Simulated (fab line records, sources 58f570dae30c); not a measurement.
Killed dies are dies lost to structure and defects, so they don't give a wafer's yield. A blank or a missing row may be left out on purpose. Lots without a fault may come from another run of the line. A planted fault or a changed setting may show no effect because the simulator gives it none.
One fault seen from 2 desks | flow berkeley_cmos170 | each desk has only its own numbers; what lay behind them comes last

THE METROLOGY DESK
What the gauges read, lot by lot, whatever tool the lot ran on: means of the sampled wafers that have a number. A lot is out of limits, marked OUT, if its mean lies more than 4 standard deviations from the usual mean; the brackets give that distance.
Columns: A = M3_AL_RS at UCB170_M3_RS_MEAS_02, usual 0.0321 ohm/sq
lot  | first seen here | A
L213 | day 7 20:44     | 0.0324
L215 | day 7 21:17     | 0.0326
L214 | day 7 21:25     | 0.0320
L218 | day 8 13:52     | 0.0323
L219 | day 8 23:46     | 0.0327
L225 | day 9 21:34     | 0.0322
L226 | day 10 09:18    | 0.0318
L229 | day 10 19:44    | 0.0317
L230 | day 11 06:44    | 0.0321
L233 | day 11 17:37    | 0.0325
L234 | day 11 18:25    | 0.0328
L235 | day 11 18:33    | 0.0323
L232 | day 11 18:44    | 0.0317
L236 | day 12 09:08    | 0.0317
This desk's finding: nothing out of limits on any of the 14 lots.

THE TOOL OWNER'S DESK: litho_track-03
The tool's own readings at UCB170_NVT_PEB_04: means of the sampled wafers that have a number, for each lot that ran on this tool. A lot is out of limits, marked OUT, if its mean lies more than 4 standard deviations from the usual mean; the brackets give that distance.
Columns: A = exhaust_pa at UCB170_NVT_PEB_04, usual 45.1 Pa; B = heater_power_total_W at UCB170_NVT_PEB_04, usual 56.80 W; C = plate_temp_C at UCB170_NVT_PEB_04, usual 129.97 C
lot  | first seen here | A    | B               | C
L214 | day 6 00:45     | 45.5 | 56.77           | 129.99
L218 | day 6 09:23     | 45.0 | 56.78           | 130.02
L225 | day 7 19:10     | 46.5 | 56.81           | 129.95
L226 | day 8 04:04     | 45.0 | 61.07 (+95) OUT | 137.06 (+55) OUT
L229 | day 8 15:16     | 45.0 | 61.05 (+94) OUT | 137.34 (+57) OUT
This desk's finding: out of limits on L226, L229; first on L226, day 8 04:04 (heater_power_total_W at UCB170_NVT_PEB_04). In limits: L214, L218, L225.

PUT TOGETHER
The tool owner's desk could have raised an alarm at day 8 04:04, on L226, L229.
The metrology desk saw nothing out of limits.
The metrology desk has L226, L229 on record, within its limits.
Of the lots named, all ran UCB170_NVT_PEB_04 on litho_track-03.

WHAT THE SIMULATOR HAD PUT IN
Process parameter drift: litho_track-03, from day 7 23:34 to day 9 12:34, at UCB170_NVT_PEB_04. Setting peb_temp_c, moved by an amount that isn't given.
Lots struck among those shown: L226, L229.
Hours from the fault's start to each desk's first reading out of limits: the tool owner's desk, 4.
